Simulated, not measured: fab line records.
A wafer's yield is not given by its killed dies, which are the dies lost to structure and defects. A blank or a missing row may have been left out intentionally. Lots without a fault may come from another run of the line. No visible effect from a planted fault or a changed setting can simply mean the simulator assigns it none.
Which tool did it? ; flow ritCmos ; Sampling: 14 lots, 42 wafers, 3 of 202 route steps

## WHAT EACH GAUGE READ, for each wafer
RIT_NSD_TW_MEAS_10.
lot;measured;on;NSD_TW
L374;day 2 23:22;filmMetro-01;3154 3136 3136
L376;day 3 11:15;filmMetro-01;3136 3141 3143
L381;day 4 10:04;filmMetro-03;3130 3137 3139
L382;day 4 16:13;filmMetro-01;3133 3124 3130
L387;day 5 18:45;filmMetro-03;30 30 30
L388;day 5 23:50;filmMetro-01;30 30 30
L390;day 6 08:34;filmMetro-01;3135 3142 3124
L391;day 6 14:05;filmMetro-03;3155 3153 3128
L392;day 6 17:53;filmMetro-04;3135 3148 3123
L393;day 6 23:40;filmMetro-04;3139 3135 3153
L394;day 7 04:04;filmMetro-04;3111 3123 3128
L395;day 7 09:39;filmMetro-01;3142 3155 3144
L396;day 7 14:24;filmMetro-03;3136 3148 3133
L397;day 7 18:52;filmMetro-03;3144 3143 3138

RIT_SDANNEAL_RS_MEAS_05: the measuring method here is four-point-probe.
lot;measured;on;NSD_RS (ohm/sq)
L374;day 3 01:31;filmMetro-03;84.33 84.49 84.21
L376;day 3 13:18;filmMetro-03;84.38 84.41 84.28
L381;day 4 12:26;filmMetro-01;84.60 84.61 84.95
L382;day 4 18:22;filmMetro-04;84.46 84.99 84.60
L387;day 5 20:58;filmMetro-03;132.71 132.83 132.66
L388;day 6 02:05;filmMetro-01;133.06 132.75 132.95
L390;day 6 10:52;filmMetro-01;84.36 84.72 84.32
L391;day 6 16:20;filmMetro-03;84.37 84.39 84.49
L392;day 6 20:16;filmMetro-04;84.21 84.43 84.22
L393;day 7 01:49;filmMetro-03;84.33 84.15 84.23
L394;day 7 06:07;filmMetro-03;85.16 85.16 85.05
L395;day 7 11:44;filmMetro-04;84.58 84.59 84.48
L396;day 7 16:47;filmMetro-03;83.98 84.06 84.17
L397;day 7 21:15;filmMetro-01;84.36 84.43 84.83

## WHICH TOOL RAN EACH LOT (tool, then ch and the chambers of the sampled wafers, then the start)
lot;RIT_NSD_IMPLANT_08
L374;implanter-01 ch 0, day 2 23:02
L376;implanter-01 ch 0, day 3 10:56
L381;implanter-04 ch 0, day 4 09:44
L382;implanter-02 ch 0, day 4 15:53
L387;implanter-02, day 5 18:26
L388;implanter-02, day 5 23:31
L390;implanter-01 ch 0, day 6 08:14
L391;implanter-02 ch 0, day 6 13:46
L392;implanter-02 ch 0, day 6 17:35
L393;implanter-02 ch 0, day 6 23:20
L394;implanter-01 ch 0, day 7 03:45
L395;implanter-01 ch 0, day 7 09:21
L396;implanter-01 ch 0, day 7 14:05
L397;implanter-02 ch 0, day 7 18:33
- RIT_NSD_IMPLANT_08

## AS READ BY THE TOOLS THEMSELVES (means over the sampled wafers that have a number; for cases with no such wafer, the mark the record gives instead)
RIT_NSD_IMPLANT_08.
lot;tool;beamEnergyKeV;beamOnS (s)
L374;implanter-01;25.010;10.03
L376;implanter-01;24.999;9.84
L381;implanter-04;25.002;9.88
L382;implanter-02;25.000;10.13
L387;implanter-02;-;-
L388;implanter-02;-;-
L390;implanter-01;25.001;9.98
L391;implanter-02;24.992;10.13
L392;implanter-02;25.009;10.07
L393;implanter-02;25.006;10.20
L394;implanter-01;25.001;10.05
L395;implanter-01;24.994;9.91
L396;implanter-01;25.001;10.04
L397;implanter-02;25.000;9.86

## THE ANSWER, worked out from the rows above alone
Rule: what is usual is taken from the lots themselves. Put in order of their means at a reading, lots are off if they are a third of the lots or fewer, leave a main group of 4 or more, and stand apart from it by a gap of 3 or more times the standard deviation of the main group's means; of several such gaps the widest counts. If all means in a main group match to the digits the tables above print for the reading, that group is not used. Also off: a lot with no number at a reading for which 4 or more lots have one. The other lots that the step has rows for count as sound. After the gauges, taken in route order, come the tools' own readings; for these a lot's mean is taken, as printed above. The first step at which some lot is off is used, and at that step the reading that is off furthest; a lot without a number counts as furthest.
Off: L387, L388, at RIT_NSD_TW_MEAS_10 (NSD_TW). Mean 3138 and standard deviation 7.1 in the main group.
A tool fits if, at a process step before that reading, it ran every lot that is off, and no sound lot after the first of them. The gauges at RIT_NSD_TW_MEAS_10 aren't tried: what is off there is off at RIT_NSD_IMPLANT_08 too, on other tools, and a gauge's error can't cause that. Not one of the candidates tried fits.

## WHAT WAS PUT IN BY THE SIMULATOR
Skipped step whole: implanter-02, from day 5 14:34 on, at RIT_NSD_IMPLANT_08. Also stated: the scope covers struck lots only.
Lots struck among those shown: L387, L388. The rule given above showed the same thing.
